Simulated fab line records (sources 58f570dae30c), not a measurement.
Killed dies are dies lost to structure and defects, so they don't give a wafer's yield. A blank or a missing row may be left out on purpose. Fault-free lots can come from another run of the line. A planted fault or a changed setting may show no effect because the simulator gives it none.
Matching of chambers	flow berkeley cmos170	UCB170_V2_CMP_02 on cmp-01: 4 sister chambers
The step polishes SiO2. 4 wafers are shown with their chamber, then 7 later ones without.

== WAFERS WITH THEIR CHAMBER ==
wafer	chamber	motor current A (A)
L753.1	0	13.6
L753.4	3	15.2
L752.1	1	18.0
L752.4	2	14.7

== WAFERS WITHOUT THEIR CHAMBER ==
wafer	motor current A (A)
L752.5	16.5
L758.2	17.8
L758.3	14.4
L758.6	14.3
L759.1	14.2
L759.2	18.3
L759.6	14.1

== THE CHAMBER EACH PASSED THROUGH ==
wafer	from the rows above	in truth
L752.5	can't be placed: 3 or 1 or 2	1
L758.2	1	1
L758.3	can't be placed: 2 or 3 or 0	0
L758.6	can't be placed: 2 or 0 or 3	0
L759.1	can't be placed: 2 or 0 or 3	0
L759.2	1	1
L759.6	can't be placed: 0 or 2 or 3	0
Correctly placed: 2 of 7. Cannot be placed on the basis of these rows: 5; the candidates contain the true chamber in 5. Placed wrongly: 0.
How it was worked out, from the rows above alone: a wafer's distance from a chamber is the root of the sum, over the readings, of the square of ((its reading less the chamber's mean) divided by the reading's scatter). The wafer belongs to the nearest chamber; if the next one is less than 2 further off, it can't be placed. Each chamber's mean is taken over the wafers shown for it. The scatter (one wafer shown for each chamber): square how far every hidden wafer sits from the nearest shown wafer, average those squares and take the square root.
